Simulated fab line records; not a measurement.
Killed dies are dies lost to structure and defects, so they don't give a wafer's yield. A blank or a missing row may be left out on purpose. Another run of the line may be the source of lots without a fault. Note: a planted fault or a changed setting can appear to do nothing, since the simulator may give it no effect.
fab line records    flow berkeley-cmos170
record lots=14  wafers=42  last-day=11
route steps=331 shown PFIELD@85 FIELD@126 PSD@184 M1@238
lots that met no fault: from a run of the same line without faults
start-h: start of the lot's first displayed wafer, in hours after the record's first day    wait-h: how many hours have passed since the lot's step before this one    " repeats the value in the row above    L1.1+2: one row covering several wafers at once    - value missing, or start not given    * or withheld: withheld    < > ~ a bound
route shown NAME@n: NAME is a module with steps in the file, n the number in the route of the first one    usual: the fault-free wafers' mean and standard deviation    same: alike in all rows    chamber/n: place in a boat    sites: each site's reading    _std_site: standard deviation of those values    _edge_site: inner sites' mean taken away from outer sites' mean    radius-mm: for every site, how far away it sits from the centre of the wafer    mask NAME#n: copy n    behind: tool/chamber where the wafer was last shaped    hold: cause of the lot's hold/its duration in hours/its outcome    device: the transistor (n, p or np) that didn't switch    end of line: the route-end tests of the same wafers    for a step that has no rows: nothing shown but its recipe    killed: the dies lost at the first sort to structure and to defects; this is not the yield of the wafer    map: dies across one wafer; x = killed, . = not, _ = none there
set.NAME: the setting as run; set.NAME@STEP: as run at that earlier step    model.NAME: the simulator's own value behind a step, which no gauge read
a sample of lots followed through the steps of the route, with each step as a table and each wafer as a row
services: from which hour (start-h, from the record's first day; less than 0 if before it) a tool's chamber was out of use, for how many hours, and why
## steps
# step UCB170_PFIELD_OVL_MEAS_06
# usual PFIELD_OVL=1/6.7
lot.wafer  tool        chamber  start-h  wait-h  PFIELD_OVL[nm]
L554.3     overlay-02  -        85.66    -       -10
L554.4     "           -        "        "       2
L554.6     "           -        "        "       2
L555.1     overlay-01  -        85.82    -       6
L555.2     "           -        "        "       -2
L555.5     "           -        "        "       4
L556.2     overlay-02  -        88.17    -       -3
L556.3     "           -        "        "       -7
L556.5     "           -        "        "       -5
L558.1     overlay-01  -        91.34    -       9
L558.5     "           -        "        "       14
L558.6     "           -        "        "       6
L560.2     overlay-01  -        102.92   -       -7
L560.4     "           -        "        "       -2
L560.5     "           -        "        "       6
L559.2     overlay-02  -        103.04   -       -4
L559.3     "           -        "        "       7
L559.4     "           -        "        "       -3
L562.3     overlay-01  -        109.63   -       5
L562.4     "           -        "        "       4
L562.5     "           -        "        "       -1
L561.3     overlay-02  -        110.39   -       4
L561.4     "           -        "        "       6
L561.5     "           -        "        "       12
L564.2     overlay-01  -        118.05   -       1
L564.3     "           -        "        "       0
L564.4     "           -        "        "       -4
L565.1     overlay-02  -        129.61   -       -6
L565.2     "           -        "        "       -7
L565.6     "           -        "        "       -8
L566.4     overlay-02  -        129.90   -       -3
L566.5     "           -        "        "       0
L566.6     "           -        "        "       -1
L567.3     overlay-02  -        135.44   -       13
L567.4     "           -        "        "       5
L567.6     "           -        "        "       9
L568.1     overlay-02  -        140.05   -       3
L568.4     "           -        "        "       2
L568.6     "           -        "        "       -5
L577.2     overlay-02  -        193.12   -       -4
L577.4     "           -        "        "       4
L577.6     "           -        "        "       10
# step UCB170_FIELD_THK_MEAS_91
# recipe reads=SiO2_of_FIELD_OXIDATION_01
# usual FIELD_OXIDE_LEFT_2_THK=355/11
lot.wafer  tool           chamber  start-h  wait-h  FIELD_OXIDE_LEFT_2_THK[nm]
L555.1     film-metro-03  -        112.90   0.0     347
L555.2     "              -        "        "       345
L555.5     "              -        "        "       344
L556.2     film-metro-01  -        112.95   0.1     348
L556.3     "              -        "        "       336
L556.5     "              -        "        "       343
L554.3     film-metro-03  -        113.17   0.0     335
L554.4     "              -        "        "       340
L554.6     "              -        "        "       334
L558.1     film-metro-04  -        120.74   0.0     357
L558.5     "              -        "        "       345
L558.6     "              -        "        "       351
L560.2     film-metro-01  -        128.99   0.0     355
L560.4     "              -        "        "       364
L560.5     "              -        "        "       355
L559.2     film-metro-03  -        130.17   0.0     372
L559.3     "              -        "        "       368
L559.4     "              -        "        "       366
L561.3     film-metro-01  -        138.54   0.0     366
L561.4     "              -        "        "       379
L561.5     "              -        "        "       364
L562.3     film-metro-04  -        138.64   0.0     356
L562.4     "              -        "        "       359
L562.5     "              -        "        "       361
L564.2     film-metro-03  -        149.46   0.0     348
L564.3     "              -        "        "       341
L564.4     "              -        "        "       344
L565.1     film-metro-04  -        157.56   0.0     357
L565.2     "              -        "        "       356
L565.6     "              -        "        "       361
L566.4     film-metro-03  -        157.86   0.0     353
L566.5     "              -        "        "       358
L566.6     "              -        "        "       349
L567.3     film-metro-03  -        169.42   0.0     358
L567.4     "              -        "        "       363
L567.6     "              -        "        "       351
L568.1     film-metro-03  -        169.68   0.0     366
L568.4     "              -        "        "       355
L568.6     "              -        "        "       349
L577.2     film-metro-04  -        221.18   0.0     367
L577.4     "              -        "        "       375
L577.6     "              -        "        "       363
# step UCB170_PSD_STRIP_09
# recipe chemistry=O2  power-w=400  pressure-mtorr=3500  platen-temp-c=withheld  o2-flow-sccm=400  overash-fraction=0.5
# usual drypump-motor-current-A=5.7/0.62  oes-product-au=0.601/0.0047  strip-time-to-endpoint-s=29.41/0.078
lot.wafer  tool             chamber  start-h  wait-h  drypump-motor-current-A  oes-product-au  rf-hours-counter-h  strip-time-to-endpoint-s
L555.1     plasma-asher-01  0        131.40   0.1     4.8                      0.601           2                   29.41
L555.2     "                1        "        "       5.9                      0.601           2                   29.28
L555.5     "                1        "        "       5.9                      0.601           -                   29.42
L556.2     plasma-asher-03  1        131.67   0.1     5.8                      0.592           36                  29.34
L556.3     "                1        "        "       5.8                      0.608           -                   29.36
L556.5     "                0        "        "       5.0                      0.594           -                   29.41
L554.3     plasma-asher-01  0        131.68   0.1     4.8                      0.604           -                   29.47
L554.4     "                1        "        "       5.9                      0.603           -                   29.47
L554.6     "                0        "        "       4.8                      0.608           -                   29.54
L558.1     plasma-asher-01  0        142.55   0.1     4.8                      0.599           3                   29.43
L558.5     "                0        "        "       4.8                      0.594           -                   29.44
L558.6     "                1        "        "       5.9                      0.606           -                   29.42
L560.2     plasma-asher-04  0        148.08   0.1     6.4                      0.598           45                  29.37
L560.4     "                0        "        "       6.4                      0.598           -                   29.34
L560.5     "                1        "        "       6.3                      0.604           -                   29.30
L559.2     plasma-asher-01  0        148.20   0.1     4.8                      0.603           4                   29.43
L559.3     "                1        "        "       5.9                      0.600           -                   29.41
L559.4     "                0        "        "       4.9                      0.602           -                   29.46
L562.3     plasma-asher-03  0        162.72   0.1     5.0                      0.604           -                   29.49
L562.4     "                1        "        "       5.8                      0.598           -                   29.46
L562.5     "                1        "        "       5.8                      0.601           -                   29.49
L561.3     plasma-asher-04  0        163.19   0.1     6.5                      0.597           -                   29.52
L561.4     "                1        "        "       6.3                      0.599           -                   29.52
L561.5     "                0        "        "       6.5                      0.598           -                   29.45
L564.2     plasma-asher-03  1        171.68   0.1     5.8                      0.603           41                  29.30
L564.3     "                1        "        "       5.8                      0.606           -                   29.36
L564.4     "                0        "        "       5.0                      0.595           -                   29.38
L566.4     plasma-asher-01  1        180.10   0.1     5.9                      0.602           -                   29.49
L566.5     "                1        "        "       5.9                      0.598           -                   29.38
L566.6     "                0        "        "       4.8                      0.599           -                   29.47
L565.1     plasma-asher-03  1        180.36   0.1     5.8                      0.592           42                  29.38
L565.2     "                0        "        "       5.0                      0.603           42                  29.34
L565.6     "                0        "        "       5.0                      0.603           -                   29.33
L568.1     plasma-asher-01  1        193.33   0.1     5.9                      0.598           9                   29.52
L568.4     "                1        "        "       5.9                      0.598           -                   29.57
L568.6     "                0        "        "       4.8                      0.609           -                   29.52
L567.3     plasma-asher-04  1        193.48   0.1     6.3                      0.605           -                   29.48
L567.4     "                0        "        "       6.4                      0.601           -                   29.52
L567.6     "                1        "        "       6.3                      0.596           -                   29.52
L577.2     plasma-asher-01  1        247.99   0.1     5.9                      0.600           15                  29.39
L577.4     "                0        "        "       4.8                      0.600           -                   29.33
L577.6     "                0        "        "       4.8                      0.601           -                   29.42
# step UCB170_M1_SPUTTER_00
# recipe material=Al  target-thk-nm=600  time-s=80  power-w=6000  chamber-pressure-pa=0.5
# usual throttle-valve-pct=30.1/0.74
lot.wafer  tool            chamber  start-h  wait-h  throttle-valve-pct
L555.1     pvd-sputter-04  -        142.04   0.0     30.8
L555.2     "               -        "        "       30.4
L555.5     "               -        "        "       30.3
L554.3     pvd-sputter-04  -        146.42   0.0     28.9
L554.4     "               -        "        "       30.6
L554.6     "               -        "        "       30.5
L556.2     pvd-sputter-02  -        146.79   0.0     31.4
L556.3     "               -        "        "       29.8
L556.5     "               -        "        "       29.3
L558.1     pvd-sputter-01  -        150.98   0.0     29.9
L558.5     "               -        "        "       30.0
L558.6     "               -        "        "       30.9
L559.2     pvd-sputter-02  -        158.33   0.0     29.8
L559.3     "               -        "        "       29.9
L559.4     "               -        "        "       29.2
L560.2     pvd-sputter-01  -        158.61   0.0     30.9
L560.4     "               -        "        "       29.7
L560.5     "               -        "        "       29.5
L562.3     pvd-sputter-04  -        171.64   0.0     29.1
L562.4     "               -        "        "       30.2
L562.5     "               -        "        "       28.8
L561.3     pvd-sputter-01  -        173.55   0.0     30.1
L561.4     "               -        "        "       29.7
L561.5     "               -        "        "       30.7
L564.2     pvd-sputter-04  -        180.06   0.0     28.6
L564.3     "               -        "        "       30.2
L564.4     "               -        "        "       31.3
L565.1     pvd-sputter-02  -        193.40   0.0     29.7
L565.2     "               -        "        "       31.7
L565.6     "               -        "        "       31.5
L565.1     pvd-sputter-02  -        193.63   0.2     29.7
L565.2     "               -        "        "       31.4
L565.6     "               -        "        "       31.5
L566.4     pvd-sputter-04  -        193.40   0.0     31.1
L566.5     "               -        "        "       29.0
L566.6     "               -        "        "       29.6
L568.1     pvd-sputter-01  -        202.63   0.0     31.1
L568.4     "               -        "        "       29.9
L568.6     "               -        "        "       30.1
L568.1     pvd-sputter-01  -        202.86   0.2     30.7
L568.4     "               -        "        "       30.0
L568.6     "               -        "        "       30.1
L567.3     pvd-sputter-01  -        202.69   0.1     29.6
L567.4     "               -        "        "       30.8
L567.6     "               -        "        "       29.5
L577.2     pvd-sputter-04  -        256.33   0.0     30.0
L577.4     "               -        "        "       30.2
L577.6     "               -        "        "       31.3
# step UCB170_M1_RS_MEAS_01
# recipe thk-meas-gauge=four-point-probe  reads=Al_of_M1_SPUTTER_00
# usual M1_AL_RS=0.0487/0.00046
lot.wafer  tool           chamber  start-h  wait-h  M1_AL_RS[ohm/sq]
L555.1     film-metro-01  -        142.10   0.0     0.0486
L555.2     "              -        "        "       0.0486
L555.5     "              -        "        "       0.0484
L554.3     film-metro-01  -        146.52   0.1     0.0489
L554.4     "              -        "        "       0.0483
L554.6     "              -        "        "       0.0480
L556.2     film-metro-03  -        146.87   0.1     0.0492
L556.3     "              -        "        "       0.0495
L556.5     "              -        "        "       0.0492
L558.1     film-metro-01  -        151.04   0.0     0.0481
L558.5     "              -        "        "       0.0482
L558.6     "              -        "        "       0.0483
L559.2     film-metro-02  -        158.42   0.1     0.0490
L559.3     "              -        "        "       0.0486
L559.4     "              -        "        "       0.0483
L560.2     film-metro-03  -        158.69   0.1     0.0490
L560.4     "              -        "        "       0.0488
L560.5     "              -        "        "       0.0489
L562.3     film-metro-02  -        171.75   0.1     0.0485
L562.4     "              -        "        "       0.0478
L562.5     "              -        "        "       0.0483
L561.3     film-metro-02  -        173.65   0.1     0.0487
L561.4     "              -        "        "       0.0496
L561.5     "              -        "        "       0.0495
L564.2     film-metro-02  -        180.14   0.1     0.0489
L564.3     "              -        "        "       0.0483
L564.4     "              -        "        "       0.0487
L566.4     film-metro-02  -        193.52   0.1     0.0489
L566.5     "              -        "        "       0.0495
L566.6     "              -        "        "       0.0490
L565.1     film-metro-03  -        193.69   0.0     0.0241
L565.2     "              -        "        "       0.0241
L565.6     "              -        "        "       0.0241
L567.3     film-metro-03  -        202.79   0.1     0.0486
L567.4     "              -        "        "       0.0494
L567.6     "              -        "        "       0.0495
L568.1     film-metro-02  -        202.93   0.0     0.0242
L568.4     "              -        "        "       0.0237
L568.6     "              -        "        "       0.0238
L577.2     film-metro-03  -        256.42   0.1     0.0491
L577.4     "              -        "        "       0.0485
L577.6     "              -        "        "       0.0486
# step UCB170_M1_THK_MEAS_02
# recipe thk-meas-gauge=xrf  reads=Al_of_M1_SPUTTER_00
# usual M1_AL_THK=615/7.3
lot.wafer  tool           chamber  start-h  wait-h  M1_AL_THK[nm]
L555.1     film-metro-01  -        142.22   0.1     617
L555.2     "              -        "        "       615
L555.5     "              -        "        "       618
L554.3     film-metro-01  -        146.62   0.1     611
L554.4     "              -        "        "       624
L554.6     "              -        "        "       623
L556.2     film-metro-03  -        146.98   0.1     606
L556.3     "              -        "        "       598
L556.5     "              -        "        "       605
L558.1     film-metro-01  -        151.16   0.1     624
L558.5     "              -        "        "       625
L558.6     "              -        "        "       625
L559.2     film-metro-02  -        158.53   0.1     613
L559.3     "              -        "        "       619
L559.4     "              -        "        "       625
L560.2     film-metro-03  -        158.80   0.1     604
L560.4     "              -        "        "       608
L560.5     "              -        "        "       609
L562.3     film-metro-02  -        171.85   0.1     623
L562.4     "              -        "        "       625
L562.5     "              -        "        "       620
L561.3     film-metro-02  -        173.75   0.1     616
L561.4     "              -        "        "       606
L561.5     "              -        "        "       605
L564.2     film-metro-02  -        180.25   0.1     613
L564.3     "              -        "        "       622
L564.4     "              -        "        "       618
L566.4     film-metro-02  -        193.61   0.1     611
L566.5     "              -        "        "       610
L566.6     "              -        "        "       614
L565.1     film-metro-03  -        193.81   0.1     1225
L565.2     "              -        "        "       1233
L565.6     "              -        "        "       1229
L567.3     film-metro-03  -        202.89   0.1     615
L567.4     "              -        "        "       606
L567.6     "              -        "        "       606
L568.1     film-metro-02  -        203.05   0.1     1232
L568.4     "              -        "        "       1260
L568.6     "              -        "        "       1257
L577.2     film-metro-03  -        256.53   0.1     606
L577.4     "              -        "        "       617
L577.6     "              -        "        "       614
# step UCB170_M1_METAL_ETCH_12
# recipe chemistry=Cl2/BCl3  target=Al  stop-on=PSG  pressure-mtorr=12  target-depth-a=7800  over-etch-frac=0.3  time-s=130  icp-w=600  bias-w=120  Cl2_flow_sccm=90  bcl3-flow-sccm=45
# usual drypump-motor-current-A=5.9/0.59  oes-product-au=0.857/0.014  throttle-valve-pct=24.48/0.28
lot.wafer  tool          chamber  start-h  wait-h  drypump-motor-current-A  oes-product-au  rf-hours-counter-h  throttle-valve-pct
L555.1     rie-metal-01  0        143.53   -       6.3                      0.865           3                   24.38
L555.2     "             1        "        "       5.7                      0.868           4                   23.99
L555.5     "             1        "        "       5.6                      0.866           -                   23.98
L554.3     rie-metal-03  0        148.50   -       4.8                      0.853           -                   24.52
L554.4     "             1        "        "       6.5                      0.837           -                   24.74
L554.6     "             1        "        "       6.6                      0.852           -                   24.73
L556.2     rie-metal-01  1        148.58   -       5.7                      0.862           4                   23.98
L556.3     "             0        "        "       6.3                      0.860           -                   24.38
L556.5     "             1        "        "       5.7                      0.861           -                   23.99
L558.1     rie-metal-04  1        152.26   -       6.1                      0.848           4                   24.27
L558.5     "             0        "        "       5.3                      0.882           -                   24.85
L558.6     "             1        "        "       6.1                      0.847           -                   24.31
L559.2     rie-metal-04  0        159.95   -       5.3                      0.870           7                   24.84
L559.3     "             1        "        "       6.0                      0.842           -                   24.27
L559.4     "             0        "        "       5.3                      0.878           -                   24.86
L560.2     rie-metal-03  1        160.43   -       6.5                      0.839           7                   24.72
L560.4     "             0        "        "       4.8                      0.854           -                   24.50
L560.5     "             1        "        "       6.5                      0.841           -                   24.72
L562.3     rie-metal-04  1        172.98   -       6.0                      0.840           -                   24.29
L562.4     "             0        "        "       5.3                      0.886           -                   24.84
L562.5     "             1        "        "       6.0                      0.842           -                   24.30
L561.3     rie-metal-03  1        175.00   -       6.5                      0.852           -                   24.73
L561.4     "             0        "        "       4.8                      0.845           -                   24.52
L561.5     "             0        "        "       4.8                      0.848           -                   24.52
L564.2     rie-metal-04  1        181.78   -       6.1                      0.832           5                   24.28
L564.3     "             1        "        "       6.0                      0.853           -                   24.29
L564.4     "             0        "        "       5.3                      0.883           -                   24.84
L566.4     rie-metal-03  0        195.00   -       4.8                      0.852           -                   24.51
L566.5     "             1        "        "       6.6                      0.836           -                   24.73
L566.6     "             0        "        "       4.8                      0.850           -                   24.52
L565.1     rie-metal-01  0        195.31   -       6.2                      0.993           5                   24.32
L565.2     "             1        "        "       5.7                      1.015           6                   23.91
L565.6     "             0        "        "       6.3                      1.000           -                   24.31
L567.3     rie-metal-01  1        204.23   -       5.7                      0.865           -                   23.99
L567.4     "             0        "        "       6.2                      0.865           -                   24.39
L567.6     "             0        "        "       6.2                      0.857           -                   24.38
L568.1     rie-metal-03  1        204.34   -       6.6                      0.965           8                   24.67
L568.4     "             1        "        "       6.5                      0.964           -                   24.68
L568.6     "             1        "        "       6.6                      0.963           -                   24.68
L577.2     rie-metal-01  1        257.62   -       5.7                      0.855           8                   24.01
L577.4     "             0        "        "       6.2                      0.868           -                   24.38
L577.6     "             1        "        "       5.7                      0.863           -                   24.01
## services
tool             chamber  start-h  hours  kind
plasma-asher-01  -        108.75   9.0    pm
plasma-asher-01  0        108.75   9.0    vent-cycle
plasma-asher-01  1        108.75   9.0    vent-cycle
rie-metal-04     -        114.04   2.4    repair
plasma-asher-01  0        117.75   -      clean
plasma-asher-01  1        117.75   -      clean
pvd-sputter-02   -        124.02   3.8    repair
pvd-sputter-01   -        140.64   0.5    repair
plasma-asher-04  -        148.95   2.8    repair
pvd-sputter-02   -        198.40   1.9    repair
rie-metal-03     0        200.79   -      clean
rie-metal-03     0        200.79   28.4   scheduled-down
rie-metal-03     0        200.79   28.4   vent-cycle
pvd-sputter-04   -        201.34   3.2    repair
pvd-sputter-02   -        201.57   3.4    repair
rie-metal-03     -        244.35   1.4    pm
pvd-sputter-02   -        248.02   8.9    repair
## key
first-sign step=UCB170_M1_SPUTTER_00  reading=visit  direction=added
effect step=UCB170_M1_RS_MEAS_01  reading=M1_AL_RS  direction=down  sigmas=53  usual=0.0487  struck=0.0240
effect step=UCB170_M1_THK_MEAS_02  reading=M1_AL_THK  direction=up  sigmas=85  usual=615  struck=1239
effect step=UCB170_M1_METAL_ETCH_12  reading=oes-product-au  direction=up  sigmas=8.8  usual=0.857  struck=0.983
met-at UCB170_M1_SPUTTER_00
struck-lots L565,L568
later-rows-left-out L565.1,L565.2,L565.6,L568.1,L568.4,L568.6
sort-left-out L565.1,L565.2,L565.6,L568.1,L568.4,L568.6
not-acting-at UCB170_PFIELD_OVL_MEAS_06,UCB170_FIELD_THK_MEAS_91,UCB170_PSD_STRIP_09
fault kind=repeated-step-whole  tool=pvd-sputter-01,pvd-sputter-02,pvd-sputter-04  chamber=-  onset-h=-  steps=UCB170_M1_SPUTTER_00  times=1  scope=struck-lots-only
# sort-left-out: the simulated sort isn't trusted on such a fault, so these wafers' sort isn't shown, and their yield isn't known
# later-rows-left-out: the simulator's readings of these wafers behind a module that went badly wrong aren't trusted and aren't shown, but for the sort
